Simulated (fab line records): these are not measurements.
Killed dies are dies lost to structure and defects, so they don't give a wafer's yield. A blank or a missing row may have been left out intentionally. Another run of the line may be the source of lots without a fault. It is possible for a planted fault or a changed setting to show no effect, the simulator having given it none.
Which tool did it? -- flow berkeleyCmos170 -- Sampling: 14 lots, 42 wafers, 6 of 331 route steps

## WHAT EACH GAUGE READ, for each wafer
UCB170_GATE_THK_MEAS_02. Usual: GATE_OXIDE_THK typically reads 6.60 nm, with standard deviation 0.12.
lot,measured,on,GATE_OXIDE_THK (nm),flag
L367,day 5 01:29,filmMetro-02,6.54 6.35 6.59,
L369,day 6 05:01,filmMetro-04,6.58 6.60 6.46,
L370,day 6 10:16,filmMetro-02,6.67 6.62 6.54,
L373,day 7 00:38,filmMetro-02,6.77 6.76 6.72,
L372,day 7 05:02,filmMetro-04,6.44 6.42 6.57,
L374,day 7 09:32,filmMetro-01,6.65 6.48 6.53,
L378,day 8 05:19,filmMetro-04,6.50 6.59 6.57,
L382,day 8 23:11,filmMetro-02,6.66 6.53 6.74,
L379,day 8 23:15,filmMetro-01,6.59 6.71 6.73,
L384,day 9 10:25,filmMetro-01,6.46 6.47 6.60,
L386,day 9 20:44,filmMetro-04,6.61 6.54 6.67,
L388,day 10 06:18,filmMetro-04,6.77 6.60 6.67,
L389,day 10 06:18,filmMetro-01,6.90 6.91 6.94,
L390,day 10 06:23,filmMetro-02,6.67 6.79 6.74,

UCB170_PLDD_TW_MEAS_11. Usual: PLDD_TW typically reads 1015, with standard deviation 9.
lot,measured,on,PLDD_TW,flag
L367,day 5 11:18,filmMetro-01,1010 1009 1008,
L369,day 6 16:14,filmMetro-03,1023 1029 1023,
L370,day 6 21:57,filmMetro-01,1011 1013 1010,
L373,day 7 07:57,filmMetro-01,1009 1004 1008,
L372,day 7 13:49,filmMetro-01,938 939 936,OFF
L374,day 7 20:11,filmMetro-02,947 947 948,OFF
L378,day 8 20:49,filmMetro-01,1005 1005 1008,
L382,day 9 07:23,filmMetro-02,1022 1024 1026,
L379,day 9 07:17,filmMetro-03,1026 1023 1024,
L384,day 9 21:32,filmMetro-02,1033 1028 1022,
L386,day 10 05:28,filmMetro-03,1024 1021 1024,
L388,day 10 15:34,filmMetro-01,1006 1003 1007,
L389,day 10 15:52,filmMetro-01,999 1000 1004,
L390,day 10 15:42,filmMetro-03,1020 1023 1023,

UCB170_NLDD_OVL_MEAS_07. Usual: NLDD_OVL typically reads 3 nm, with standard deviation 5.8.
lot,measured,on,NLDD_OVL (nm),flag
L367,day 5 13:23,overlay-01,-3 -4 -4,
L369,day 6 17:26,overlay-02,2 -3 -1,
L370,day 7 00:47,overlay-02,15 7 12,
L373,day 7 09:19,overlay-02,-8 -5 -3,
L372,day 7 15:10,overlay-02,0 -4 2,
L374,day 7 21:43,overlay-02,-2 -2 -2,
L378,day 8 22:10,overlay-02,5 10 6,
L382,day 9 09:13,overlay-02,6 4 5,
L379,day 9 08:52,overlay-02,-2 6 1,
L384,day 9 23:14,overlay-01,4 2 3,
L386,day 10 06:47,overlay-02,-2 -8 -4,
L388,day 10 18:44,overlay-01,-3 -2 -7,
L389,day 10 19:20,overlay-01,4 1 11,
L390,day 10 18:52,overlay-01,-2 -10 2,

UCB170_SDANNEAL_RS_MEAS_04: uses a four-point probe to measure. Usual: PLDD_RS typically reads 1030.7 ohm/sq, with standard deviation 2.4.
lot,measured,on,PLDD_RS (ohm/sq),flag
L367,day 5 23:56,filmMetro-02,1034.0 1036.0 1033.9,
L369,day 7 05:52,filmMetro-01,1028.6 1026.0 1028.1,
L370,day 7 08:52,filmMetro-03,1031.5 1028.1 1029.7,
L373,day 7 23:10,filmMetro-01,1028.9 1028.8 1030.2,
L372,day 8 02:02,filmMetro-02,1235.0 1236.0 1238.8,OFF
L374,day 8 09:57,filmMetro-03,1243.3 1244.0 1244.0,OFF
L378,day 9 08:22,filmMetro-02,1028.3 1031.7 1031.1,
L382,day 9 20:32,filmMetro-01,1030.6 1031.4 1033.6,
L379,day 9 20:08,filmMetro-02,1026.9 1028.9 1030.0,
L384,day 10 07:55,filmMetro-01,1028.1 1026.6 1033.9,
L386,day 10 18:34,filmMetro-01,1028.7 1032.7 1029.3,
L388,day 11 07:26,filmMetro-03,1031.9 1029.8 1028.8,
L389,day 11 07:18,filmMetro-01,1033.3 1031.0 1032.1,
L390,day 11 05:31,filmMetro-02,1033.7 1031.4 1030.3,

## WHAT TOOL EACH LOT RAN ON (gives the tool, then ch and the chambers of the sampled wafers, and finally the start)
lot,UCB170_PLDD_IMPLANT_08,UCB170_SPACER_ETCHBACK_03
L367,"implanter-03 ch 0, day 5 10:55","rieDiel-01 ch 0,3, day 5 18:57"
L369,"implanter-04 ch 0, day 6 15:50","rieDiel-01 ch 0,2,3, day 6 21:38"
L370,"implanter-03 ch 0, day 6 21:33","rieDiel-01 ch 0,3, day 7 04:37"
L373,"implanter-02 ch 0, day 7 07:33","rieDiel-04 ch 1,2,3, day 7 15:13"
L372,"implanter-03 ch 0, day 7 13:26","rieDiel-03 ch 0,2,3, day 7 19:43"
L374,"implanter-03 ch 0, day 7 19:47","rieDiel-04 ch 0,1, day 8 03:23"
L378,"implanter-02 ch 0, day 8 20:25","rieDiel-03 ch 2,3, day 9 02:51"
L382,"implanter-02 ch 0, day 9 06:57","rieDiel-04 ch 0,2,3, day 9 14:23"
L379,"implanter-04 ch 0, day 9 06:53","rieDiel-03 ch 1,2,3, day 9 14:23"
L384,"implanter-02 ch 0, day 9 21:08","rieDiel-03 ch 1,2, day 10 02:20"
L386,"implanter-04 ch 0, day 10 05:05","rieDiel-04 ch 0,1,2, day 10 12:00"
L388,"implanter-04 ch 0, day 10 15:10","rieDiel-04 ch 0,1, day 10 21:48"
L389,"implanter-04 ch 0, day 10 15:28","rieDiel-03 ch 0,1,2, day 10 21:53"
L390,"implanter-02 ch 0, day 10 15:20","rieDiel-01 ch 1,2, day 10 21:48"
- UCB170_PLDD_IMPLANT_08
- UCB170_SPACER_ETCHBACK_03: etches SiO2 in CHF3/CF4/Ar, stops on Si, target depth 376 nm, time 100 s.

## AS READ BY THE TOOLS THEMSELVES (means over the sampled wafers that have a number; for cases with no such wafer, the mark the record gives instead)
UCB170_PLDD_IMPLANT_08. Usual: doseIonsCm2 5e+13, standard deviation 5e+10; faradayCurrentUA 158, standard deviation 3.2.
lot,tool,doseIonsCm2,faradayCurrentUA,flag
L367,implanter-03,5e+13,158,
L369,implanter-04,5e+13,160,
L370,implanter-03,5e+13,157,
L373,implanter-02,5e+13,156,
L372,implanter-03,3e+13,91,OFF
L374,implanter-03,3e+13,93,OFF
L378,implanter-02,5e+13,159,
L382,implanter-02,5e+13,161,
L379,implanter-04,5e+13,160,
L384,implanter-02,5e+13,161,
L386,implanter-04,5e+13,158,
L388,implanter-04,5e+13,160,
L389,implanter-04,5e+13,157,
L390,implanter-02,5e+13,159,

UCB170_SPACER_ETCHBACK_03. Usual: CHF3_flow_sccm 50.01 sccm, standard deviation 0.14; drypumpMotorCurrentA 5.7 A, standard deviation 0.41; oesProductAu 0.901 a.u., standard deviation 0.019; throttleValvePct 6.49 %, standard deviation 0.13.
lot,tool,CHF3_flow_sccm (sccm),drypumpMotorCurrentA (A),oesProductAu (a.u.),throttleValvePct (%),flag
L367,rieDiel-01,49.94,5.1,0.901,6.73,
L369,rieDiel-01,50.11,5.4,0.900,6.64,
L370,rieDiel-01,50.15,5.1,0.896,6.69,
L373,rieDiel-04,50.12,5.6,0.892,6.45,
L372,rieDiel-03,49.92,6.0,0.900,6.45,
L374,rieDiel-04,50.02,5.4,0.886,6.46,
L378,rieDiel-03,49.99,6.0,0.906,6.47,
L382,rieDiel-04,49.97,5.4,0.898,6.42,
L379,rieDiel-03,49.94,6.0,0.914,6.49,
L384,rieDiel-03,49.87,5.8,0.894,6.44,
L386,rieDiel-04,49.98,5.7,0.879,6.50,
L388,rieDiel-04,49.94,5.5,0.882,6.46,
L389,rieDiel-03,49.96,5.9,0.912,6.47,
L390,rieDiel-01,50.09,5.8,0.896,6.32,

## THE ANSWER, worked out from the rows above alone
Rule: a lot is off if the mean of its wafers that have a number lies more than 3 standard deviations from the usual mean. A lot without any number at a reading at which 4 lots or more have one is off too. Where the step has rows for the other lots, those lots are counted as sound. Order of review: gauges by route order, followed by the tools' own readings, for which a lot's mean as printed above is used. At the first step where some lot is off, the reading lying furthest off is the one used; lots without a number count as furthest.
Off: L372, L374, seen at UCB170_PLDD_TW_MEAS_11 (PLDD_TW).
A tool fits if, at a process step before that reading, it ran every lot that is off, and no sound lot after the first of them. Not tried: the gauges at UCB170_PLDD_TW_MEAS_11; whatever is off there is also off at UCB170_PLDD_IMPLANT_08, on other tools, and gauge error can't account for it. One fits: implanter-03 at UCB170_PLDD_IMPLANT_08. A fault onset in the window from L370 (day 6 21:33, its last sound lot) to L372 (day 7 13:26, its first lot off) fits.
The tool's own readings at UCB170_PLDD_IMPLANT_08 bear it out: on the lots that are off they differ by more than 5 times the standard deviation of the sound lots' means. doseIonsCm2 reads 3e+13 there against 5e+13 on the sound lots; faradayCurrentUA reads 92 there against 159 on the sound lots.

## WHAT HAD BEEN PUT IN BY THE SIMULATOR
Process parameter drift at UCB170_PLDD_IMPLANT_08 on implanter-03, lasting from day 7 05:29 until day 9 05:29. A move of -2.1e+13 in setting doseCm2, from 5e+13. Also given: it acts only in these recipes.
Shown lots that were struck: L372, L374. Same finding as the rule above.
